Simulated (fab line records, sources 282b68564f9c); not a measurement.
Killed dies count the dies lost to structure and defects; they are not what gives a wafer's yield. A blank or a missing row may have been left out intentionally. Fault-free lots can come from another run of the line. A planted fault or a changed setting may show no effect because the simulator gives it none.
Comparing a struck lot with a sound one ; flow rit-cmos ; 44 steps out of a route of 202
Sound: the wafers L975.1, L975.2, L975.4. Wafers L983.2, L983.3, L983.4 were the ones struck. The cause is given at the end.
Each step with rows lists, per side, the tool, then ch with its chambers, then its first start. Under that, the readings that differ: sound wafers ; struck wafers ; difference of the means ; sigmas: that difference in standard deviations of wafers without a fault.
alike: words and numbers the same on both sides, and readings whose means are apart by under 2 such deviations; not compared: readings that were withheld, readings missing a value for some wafer, numbers with overlapping values and no deviation given by the record, and bounds like >300 which may hide the same value.
The two part at a step that has a row with sigmas, a row that says differs or no value, or rows on one side only. Numbers that have no deviation but don't overlap get no sigmas and don't part them. A reading that every wafer of one side lacks parts them only if that side has two wafers or more.

first, 3 steps without rows for these wafers: RIT_REOX_CLEAN_01 (cleans in dHF, time 30 s); RIT_REOX_CLEAN_02 (cleans in SC2, time 600 s); RIT_REOX_OXIDATION_03 (target thk 25.2 nm, ox time 5580 s).
RIT_REOX_THK_MEAS_04:
  sound on film-metro-03 at day 4 00:25; struck on film-metro-04 at day 5 14:56
  alike: REOX_OXIDE_THK
then, 6 steps without rows for these wafers: RIT_NLDD_HMDS_00 (prime time 60 s); RIT_NLDD_COAT_01 (resist thk 1000 nm); RIT_NLDD_SOFTBAKE_02 (time 60 s); RIT_NLDD_EXPOSE_03 (exposes mask M7, target cd 40700 nm); RIT_NLDD_PEB_04; RIT_NLDD_DEVELOP_05 (develop time 50 s).
RIT_NLDD_OVL_MEAS_06:
  sound on overlay-01 at day 4 01:27; struck on overlay-01 at day 5 15:58
  alike: NLDD_OVL
then, 1 step without rows for these wafers: RIT_NLDD_HARDBAKE_07 (time 60 s).
RIT_NLDD_IMPLANT_08:
  sound on implanter-04 ch 0, day 4 01:38; struck on implanter-04 ch 0, day 5 16:10
RIT_NLDD_STRIP_09: strips in O2, time 180 s.
  sound on plasma-asher-02 ch 0,1, day 4 01:47; struck on plasma-asher-04 ch 0,1, day 5 16:17
  alike: drypump-motor-current-A
  not compared: rf-hours-counter-h
RIT_NLDD_TW_MEAS_10:
  sound on film-metro-02 at day 4 01:58; struck on film-metro-02 at day 5 16:28
  alike: NLDD_TW
then, 6 steps without rows for these wafers: RIT_PLDD_HMDS_00 (prime time 60 s); RIT_PLDD_COAT_01 (resist thk 1000 nm); RIT_PLDD_SOFTBAKE_02 (time 60 s); RIT_PLDD_EXPOSE_03 (exposes mask M8, target cd 40900 nm); RIT_PLDD_PEB_04; RIT_PLDD_DEVELOP_05 (develop time 50 s).
RIT_PLDD_OVL_MEAS_06:
  sound on overlay-02 at day 4 02:55; struck on overlay-01 at day 5 17:23
  alike: PLDD_OVL
then, 2 steps without rows for these wafers: RIT_PLDD_HARDBAKE_07 (time 60 s); RIT_PLDD_IMPLANT_08.
RIT_PLDD_STRIP_09: strips in O2, time 180 s.
  sound on plasma-asher-02 ch 0,1, day 4 03:14; struck on plasma-asher-04 ch 0,1, day 5 17:50
  alike: drypump-motor-current-A
  not compared: rf-hours-counter-h
RIT_PLDD_TW_MEAS_10:
  sound on film-metro-02 at day 4 03:25; struck on film-metro-02 at day 5 18:01
  alike: PLDD_TW
then, 4 steps without rows for these wafers: RIT_SPACER_CLEAN_00 (cleans in SC1, time 600 s); RIT_SPACER_CLEAN_01 (cleans in dHF, time 28.53 s); RIT_SPACER_CLEAN_02 (cleans in SC2, time 600 s); RIT_SPACER_CVD_03 (deposits Si3N4 from SiH2Cl2/NH3, target thk 250 nm, time 3300 s).
RIT_SPACER_THK_MEAS_04:
  sound on film-metro-01 at day 4 05:48; struck on film-metro-03 at day 5 22:46
  alike: SPACER_NITRIDE_THK
RIT_SPACER_ETCHBACK_05: etches Si3N4 in SF6/CHF3, stops on SiO2, target depth 250 nm, time 240 s.
  sound on rie-diel-04 ch 0,1,2, day 4 05:52; struck on rie-diel-04 ch 0,3, day 5 22:49
  alike: drypump-motor-current-A, oes-product-au, throttle-valve-pct
  not compared: rf-hours-counter-h
then, 6 steps without rows for these wafers: RIT_NSD_HMDS_00 (prime time 60 s); RIT_NSD_COAT_01 (resist thk 1000 nm); RIT_NSD_SOFTBAKE_02 (time 60 s); RIT_NSD_EXPOSE_03 (exposes mask M9, target cd 40700 nm); RIT_NSD_PEB_04; RIT_NSD_DEVELOP_05 (develop time 50 s).
RIT_NSD_OVL_MEAS_06:
  sound on overlay-01 at day 4 07:04; struck on overlay-01 at day 6 00:01
  alike: NSD_OVL
then, 2 steps without rows for these wafers: RIT_NSD_HARDBAKE_07 (time 60 s); RIT_NSD_IMPLANT_08.
RIT_NSD_STRIP_09: strips in O2, time 180 s.
  sound on plasma-asher-02 ch 0,1, day 4 07:24; struck on plasma-asher-02 ch 0,1, day 6 00:21
  alike: drypump-motor-current-A
  not compared: rf-hours-counter-h
RIT_SDANNEAL_RS_MEAS_07: uses a four-point probe to measure.
  sound on film-metro-04 at day 4 10:04; struck on film-metro-03 at day 6 03:20
reading;sound;struck;difference;sigmas
NLDD_RS (ohm/sq);151.5 150.8 151.1;152.9 153.1 153.5;+2.0;+4
  not compared: hold
RIT_M1_PROBE_99:
  sound on prober-01 at day 4 17:03; struck on prober-01 at day 6 10:52
reading;sound;struck;difference;sigmas
killed_at_M0_to_M3;0 1 0;0 0 0;+0;-2
  alike: killed-at-front-end, killed-dies, killed-open, killed-short

WHERE THEY PART
Last at RIT_M1_PROBE_99 as far as this record goes, first at RIT_SDANNEAL_RS_MEAS_07.

WHY: what had been put in by the simulator
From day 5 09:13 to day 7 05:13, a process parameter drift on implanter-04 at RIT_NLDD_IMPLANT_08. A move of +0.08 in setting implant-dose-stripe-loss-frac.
